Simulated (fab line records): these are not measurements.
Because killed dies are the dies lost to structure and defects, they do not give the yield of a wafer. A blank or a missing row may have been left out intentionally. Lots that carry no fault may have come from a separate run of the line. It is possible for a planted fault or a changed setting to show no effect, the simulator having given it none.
8D (eight disciplines) problem report, filled in by code / flow rit_cmos / the parts of the form that need people (team, actions taken, sign-off) are left out

== 1. THE PROBLEM ==
PLDD_TW at RIT_PLDD_TW_MEAS_10 reads a mean of 1668 on 6 wafers of 2 lots; wafers without a fault read 2330 with a standard deviation of 12. That puts it -55 standard deviations away from the usual mean.
First observed at day 4 20:59: wafer L876.1, on film_metro-03. At this step, 42 wafers from 14 lots have a number in the record. The rule behind "out" and "out of limits": a value lying over 4 standard deviations away from the usual mean. Any other wafer with a number is counted as sound.

== 2. WHAT IT IS, AND WHAT IT ISN'T ==
question=which readings at this step | is=PLDD_TW | is not=-
question=which lots | is=L876, L878 | is not=L866, L867, L868, L869, L870, L871, L875, L883, L884, L887, L888, L889
question=which wafers of those lots | is=all that have a number | is not=-
question=read on which gauges | is=film_metro-03, film_metro-04 | is not=film_metro-02
question=when | is=from day 4 20:59 | is not=up to then (21 sound wafers); but 15 sound wafers of L883, L884, L887, L888, L889 came after

== 3. WHAT RULES OUT EACH SUSPECT ==
Counting: a tool stays on the suspect list if, at a process step up to the reading, it processed all lots that are out and no sound lot following the first of them.
- the gauge at RIT_PLDD_TW_MEAS_10 is ruled out. Those wafers that are out were read across 2 gauges (film_metro-03, film_metro-04).
- implanter-02 at RIT_PLDD_IMPLANT_08: kept. Every lot that is out went through it, starting with L876 (day 4 20:40), and after that it ran no sound lot; the last sound lot it ran before then is L867 (day 2 23:26). On those wafers its own readings are out: dose_ions_cm2, faraday_current_uA.
Remaining after the count: implanter-02 at RIT_PLDD_IMPLANT_08.

== 4. THE CAUSE (what the simulator had put in) ==
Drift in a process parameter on implanter-02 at RIT_PLDD_IMPLANT_08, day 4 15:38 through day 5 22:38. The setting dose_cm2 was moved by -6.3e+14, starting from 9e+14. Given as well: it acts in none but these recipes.
Only this tool survived the counting.

== 5. THE CHAIN OF EFFECTS, in route order ==
One row per reading whose mean, taken over the struck wafers that have a number, lies over 3 standard deviations from the usual. Readings are gone through only where the record gives a usual standard deviation; hours: the median, over the lots, of the time from a lot's start at the first step in this table giving one to that lot's start at this step; sigmas: the change measured in usual standard deviations.
hours=0; step=RIT_PLDD_IMPLANT_08; reading=dose_ions_cm2; usual=9.002e+14; on struck wafers=2.701e+14; change=-6.301e+14; sigmas=-99 or more
hours=0; step=RIT_PLDD_IMPLANT_08; reading=end_station_pressure_torr; usual=7.2e-06 Torr; on struck wafers=5.7e-06; change=-1.5e-06; sigmas=-4.3
hours=0; step=RIT_PLDD_IMPLANT_08; reading=faraday_current_uA; usual=2820; on struck wafers=843; change=-1977; sigmas=-34
hours=0; step=RIT_PLDD_TW_MEAS_10; reading=PLDD_TW; usual=2330; on struck wafers=1668; change=-662; sigmas=-55
hours=7; step=RIT_SDANNEAL_RS_MEAS_06; reading=PLDD_RS; usual=178.8 ohm/sq; on struck wafers=424.3; change=+245.5; sigmas=+99 or more
Here are the process steps it includes:
- RIT_PLDD_IMPLANT_08

== 6. WHAT WOULD HAVE CAUGHT IT SOONER ==
In this record the first reading out of limits at a measuring or inspecting step was taken at day 4 20:59, 5 hours after the fault began at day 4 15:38.
Tool's own readings at RIT_PLDD_IMPLANT_08, dose_ions_cm2, faraday_current_uA: out on all struck wafers the step has rows for; an alarm limit on them would have tripped on the first.
L878, from the lots that are out (2), started RIT_PLDD_IMPLANT_08 on implanter-02 later than day 4 20:59. Had the tool been put on hold then, it would have been spared.
